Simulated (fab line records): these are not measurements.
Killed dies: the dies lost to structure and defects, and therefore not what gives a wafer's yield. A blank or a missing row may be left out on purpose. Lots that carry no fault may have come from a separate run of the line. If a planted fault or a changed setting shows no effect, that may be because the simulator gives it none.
The same fault as seen by 2 desks    flow berkeley-cmos170    each desk holds nothing but its own numbers, with what lay behind them at the end

## METROLOGY DESK
Lot by lot, what the gauges showed, no matter which tool ran the lot: averages of those sampled wafers that carry a number. Any lot whose mean is over 4 standard deviations away from the usual mean is out of limits and marked OUT; that distance is given in the brackets.
Columns: A = GATE_OVL at UCB170_GATE_OVL_MEAS_13, usual 1 nm; B = SILICIDE_TI_RS at UCB170_SILICIDE_RS_MEAS_02, usual 26.14 ohm/sq; C = SILICIDE_TI_THK at UCB170_SILICIDE_THK_MEAS_03, usual 30.09 nm; D = M1_AL_THK at UCB170_M1_THK_MEAS_02, usual 593 nm
lot   first seen here  A   B                C                D
L231  day 7 00:32      3   25.82            30.45            606
L233  day 7 20:23      -5  26.08            30.04            588
L234  day 7 20:38      1   26.00            30.18            593
L236  day 8 04:52      1   26.03            30.18            605
L235  day 8 04:59      -6  26.06            30.20            588
L237  day 8 05:08      7   26.22            29.95            600
L238  day 8 23:58      -4  26.09            30.15            597
L241  day 9 11:11      4   36.52 (+49) OUT  23.66 (-27) OUT  586
L246  day 10 08:53     5   31.54 (+26) OUT  26.78 (-14) OUT  586
L245  day 10 09:06     4   26.16            29.99            587
L248  day 11 07:54     7   25.95            30.25            599
L251  day 11 15:01     2   26.30            30.16            602
L250  day 11 15:02     1   25.95            30.41            596
L253  day 11 15:24     7   26.39            29.93            595
Finding of this desk: L241, L246 out of limits, first seen on L241 at day 10 08:52 (SILICIDE_TI_RS at UCB170_SILICIDE_RS_MEAS_02). L231, L233, L234, L236, L235, L237, L238, L245, L248, L251, L250, L253: within limits.

## FOR THE TOOL OWNER'S DESK: pvd-sputter-03
The tool's own readings at UCB170_SILICIDE_SPUTTER_01 (material Ti, target thk 30 nm, time 25 s): means of the sampled wafers that have a number, for each lot that ran on this tool. Any lot whose mean is over 4 standard deviations away from the usual mean is out of limits and marked OUT; that distance is given in the brackets.
Columns: A = throttle-valve-pct at UCB170_SILICIDE_SPUTTER_01, usual 30.6 %
lot   first seen here  A
L233  day 8 13:31      30.8
L235  day 9 00:43      30.7
L238  day 9 17:47      30.4
L241  day 10 08:45     30.8
L246  day 11 08:28     30.6
This desk found nothing out of limits on any of the 5 lots.

## TAKEN TOGETHER
L241, L246 would have let the metrology desk raise an alarm at day 10 08:52.
The tool owner's desk saw nothing out of limits.
Tool owner's desk: L241, L246 on record, inside its limits.
Every lot named ran UCB170_SILICIDE_SPUTTER_01 on pvd-sputter-03.

## WHAT THE SIMULATOR PUT IN
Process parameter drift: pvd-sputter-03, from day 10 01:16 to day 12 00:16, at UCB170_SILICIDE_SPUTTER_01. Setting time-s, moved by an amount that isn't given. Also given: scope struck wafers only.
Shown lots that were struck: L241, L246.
Per desk, hours elapsed from the start of the fault to the first reading out of limits: for the metrology desk, 8.
